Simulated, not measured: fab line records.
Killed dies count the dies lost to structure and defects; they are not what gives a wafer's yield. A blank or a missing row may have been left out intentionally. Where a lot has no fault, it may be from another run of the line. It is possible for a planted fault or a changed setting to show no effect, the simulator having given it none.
Struck lot and sound lot, side by side || flow berkeleyCmos170 || 14 steps out of a route of 331
Sound: these wafers, L984.1, L984.5, L984.6. The struck wafers were L987.1, L987.3, L987.4. The cause comes at the end.
Order at every step that has rows: each side's tool, ch and its chambers, its first start. Under that, the readings that differ: sound wafers || struck wafers || difference of the means || sigmas: that difference in standard deviations of wafers without a fault.
alike: same words and numbers on both sides, and readings whose means sit less than 2 such deviations apart. not compared: any withheld reading, any reading some wafer has no value for, any bound like >300 that may hide the same value, and any number with overlapping values for which the record gives no deviation.
The two part at a step that has a row with sigmas, a row that says differs or no value, or rows on one side only. Numbers that have no deviation but don't overlap get no sigmas and don't part them. A reading that every wafer of one side lacks parts them only if that side has two wafers or more.

first, 3 steps without rows for these wafers: UCB170_PFIELD_EXPOSE_03 (exposes mask PFIELD, target cd 1500 nm); UCB170_PFIELD_PEB_04; UCB170_PFIELD_DEVELOP_05 (develop time 45 s).
UCB170_PFIELD_OVL_MEAS_06:
  sound on overlay-02, day 5 07:24; struck on overlay-02, day 5 20:35
  alike: PFIELD_OVL
then, 1 step without rows for these wafers: UCB170_PFIELD_IMPLANT_07.
UCB170_PFIELD_STRIP_08: strips in O2.
  sound on plasmaAsher-02 ch 0,1, day 5 07:35; struck on plasmaAsher-03 ch 0,1, day 5 20:46
  alike: drypumpMotorCurrentA, oesProductAu, stripTimeToEndpointS
  not compared: rfHoursCounterH
UCB170_PFIELD_TW_MEAS_09:
  sound on filmMetro-03, day 5 07:41; struck on filmMetro-01, day 5 20:52
  alike: PFIELD_TW
then, 2 steps without rows for these wafers: UCB170_FIELD_CLEAN_00 (cleans in dHF, time 7.5 s); UCB170_FIELD_OXIDATION_01 (target thk 558.3 nm, ox time 7200 s).
UCB170_FIELD_THK_MEAS_02:
  sound on filmMetro-01, day 5 13:01; struck on filmMetro-04, day 6 04:25
  alike: FIELD_OXIDE_THK
then, 2 steps without rows for these wafers: UCB170_FIELD_ANNEAL_03 (time 1200 s); UCB170_FIELD_WET_ETCH_04 (etches SiO2 in dHF, time 60 s).
UCB170_FIELD_WET_ETCH_05: etches Si3N4 in H3PO4, time 12600 s.
  sound on wetBench-01 ch 0, day 5 16:21; struck on wetBench-04 ch 0, day 6 08:07
  no value came back on the struck wafers for bathGuardTempC (C), bathHeatDutyPct (%); on the sound wafers bathGuardTempC (C) reads 160.3 159.8 160.2
{"reading": "model.Si3N4_of_ACTIVE_CVD_05.thkNm (nm)", "sound": "0 0 0", "struck": "211.8 210.7 212.8", "difference": "+211.8", "sigmas": ""}
{"reading": "model.SiO2_of_FIELD_OXIDATION_01.thkNm (nm)", "sound": "506.9 501.7 495.5", "struck": "516.1 518.2 524.5", "difference": "+18.2", "sigmas": ""}
UCB170_FIELD_WET_ETCH_06: etches SiO2 in BOE, time 22 s.
  sound on wetBench-04 ch 2, day 5 19:58; struck on wetBench-04 ch 1, day 6 11:39
{"reading": "bathHeatDutyPct (%)", "sound": "5.3 5.8 5.3", "struck": "6.7 7.6 6.8", "difference": "+1.6", "sigmas": "+2"}
{"reading": "model.SiO2_of_FIELD_OXIDATION_01.thkNm (nm)", "sound": "457.4 451.8 445.9", "struck": "466 468.2 474.5", "difference": "+18", "sigmas": ""}
  alike: runLengthS

== WHERE THEY PART ==
At UCB170_FIELD_WET_ETCH_05 first; at UCB170_FIELD_WET_ETCH_06 last (within this record only).

WHY: what had been put in by the simulator
Whole step skipped at UCB170_FIELD_WET_ETCH_05 on wetBench-04, starting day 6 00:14. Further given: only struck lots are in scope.
